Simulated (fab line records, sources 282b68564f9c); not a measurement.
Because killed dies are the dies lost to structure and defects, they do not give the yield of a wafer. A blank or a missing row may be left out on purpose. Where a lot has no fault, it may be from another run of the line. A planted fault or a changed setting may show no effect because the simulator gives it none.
What tool caused it?    flow rit cmos    Sampling: 15 lots, 45 wafers, 3 of 202 route steps

## WHAT THE GAUGES SHOWED, per wafer
RIT_M1_RS_MEAS_01: a four-point-probe measurement. Usual: M1_AL_RS typically reads 0.0729 ohm/sq, with standard deviation 0.00083.
lot   measured     on             M1_AL_RS (ohm/sq)     flag
L965  day 3 09:31  film metro-02  0.0737 0.0724 0.0728  
L966  day 3 12:11  film metro-02  0.0734 0.0729 0.0734  
L969  day 4 04:04  film metro-01  0.0736 0.0725 0.0723  
L970  day 4 08:22  film metro-04  0.0738 0.0740 0.0738  
L971  day 4 13:02  film metro-01  0.0715 0.0723 0.0738  
L972  day 4 16:50  film metro-04  0.0747 0.0736 0.0739  
L973  day 5 02:07  film metro-04  0.0364 0.0360 0.0358  OFF
L975  day 5 12:16  film metro-02  0.0732 0.0716 0.0730  
L976  day 5 15:03  film metro-04  0.0360 0.0361 0.0357  OFF
L980  day 6 11:57  film metro-04  0.0369 0.0363 0.0367  OFF
L981  day 6 17:00  film metro-02  0.0722 0.0732 0.0731  
L984  day 7 06:47  film metro-01  0.0737 0.0739 0.0732  
L985  day 7 14:19  film metro-01  0.0717 0.0714 0.0704  
L986  day 7 15:58  film metro-02  0.0739 0.0738 0.0739  
L987  day 8 02:07  film metro-04  0.0718 0.0723 0.0726  

RIT_M1_THK_MEAS_02: measures by xrf. Usual: M1_AL_THK typically reads 401 nm, with standard deviation 6.
lot   measured     on             M1_AL_THK (nm)  flag
L965  day 3 09:38  film metro-02  399 405 405     
L966  day 3 12:18  film metro-02  401 401 399     
L969  day 4 04:11  film metro-01  393 399 399     
L970  day 4 08:29  film metro-04  395 394 394     
L971  day 4 13:09  film metro-01  402 400 391     
L972  day 4 16:58  film metro-04  391 396 394     
L973  day 5 02:18  film metro-04  787 801 798     OFF
L975  day 5 12:23  film metro-02  400 410 401     
L976  day 5 15:10  film metro-04  797 801 804     OFF
L980  day 6 12:03  film metro-04  782 790 781     OFF
L981  day 6 17:07  film metro-02  412 404 404     
L984  day 7 06:53  film metro-01  395 392 398     
L985  day 7 14:26  film metro-01  407 408 414     
L986  day 7 16:05  film metro-02  399 398 398     
L987  day 8 02:13  film metro-04  404 401 400     

## WHAT TOOL EACH LOT RAN ON (gives the tool, then ch and the chambers of the sampled wafers, and finally the start)
lot   RIT_M1_SPUTTER_00
L965  pvd sputter-04, day 3 09:14
L966  pvd sputter-01, day 3 11:53
L969  pvd sputter-04, day 4 03:46
L970  pvd sputter-01, day 4 08:04
L971  pvd sputter-04, day 4 12:44
L972  pvd sputter-01, day 4 16:33
L973  pvd sputter-04, day 5 01:19
L975  pvd sputter-04, day 5 11:58
L976  pvd sputter-02, day 5 14:17
L980  pvd sputter-01, day 6 11:09
L981  pvd sputter-04, day 6 16:43
L984  pvd sputter-01, day 7 06:26
L985  pvd sputter-04, day 7 14:01
L986  pvd sputter-01, day 7 15:40
L987  pvd sputter-04, day 8 01:46
- RIT_M1_SPUTTER_00: material Al, target thk 400 nm, time 500 s.

## WHAT THE TOOLS THEMSELVES READ (means of the sampled wafers that have a number; where no wafer has one, the mark that the record gives instead)
RIT_M1_SPUTTER_00. Usual: cathode dc power W 2000.0 W, standard deviation 0.39; throttle valve pct 29.9 %, standard deviation 0.89.
lot   tool            cathode dc power W (W)  throttle valve pct (%)  flag
L965  pvd sputter-04  1999.9                  30.7                    
L966  pvd sputter-01  2000.1                  29.6                    
L969  pvd sputter-04  1999.9                  30.1                    
L970  pvd sputter-01  2000.1                  29.9                    
L971  pvd sputter-04  1999.9                  29.8                    
L972  pvd sputter-01  2000.1                  28.7                    
L973  pvd sputter-04  2000.1                  29.8                    
L975  pvd sputter-04  2000.0                  30.7                    
L976  pvd sputter-02  1999.9                  29.9                    
L980  pvd sputter-01  2000.0                  28.6                    
L981  pvd sputter-04  2000.2                  30.4                    
L984  pvd sputter-01  1999.9                  29.1                    
L985  pvd sputter-04  2000.2                  29.9                    
L986  pvd sputter-01  2000.1                  29.7                    
L987  pvd sputter-04  1999.6                  29.8                    

## THE ANSWER, worked out from the rows above alone
Rule: take the mean of a lot's wafers that have a number; if it is more than 3 standard deviations from the usual mean, the lot is off. Also off: a lot with no number at a reading for which 4 or more lots have one. Any other lot the step has rows for is counted as sound. Order of review: gauges by route order, followed by the tools' own readings, for which a lot's mean as printed above is used. The first step at which some lot is off is used, and at that step the reading that is off furthest; a lot without a number counts as furthest.
Off: at RIT_M1_RS_MEAS_01 (M1_AL_RS), L973, L976, L980.
If a tool, at a process step before that reading, ran all the lots that are off and no sound lot after the first of them, it fits. Gauges at RIT_M1_RS_MEAS_01: tried the same way as those tools. Not one of the candidates tried fits.

## WHAT HAD BEEN PUT IN BY THE SIMULATOR
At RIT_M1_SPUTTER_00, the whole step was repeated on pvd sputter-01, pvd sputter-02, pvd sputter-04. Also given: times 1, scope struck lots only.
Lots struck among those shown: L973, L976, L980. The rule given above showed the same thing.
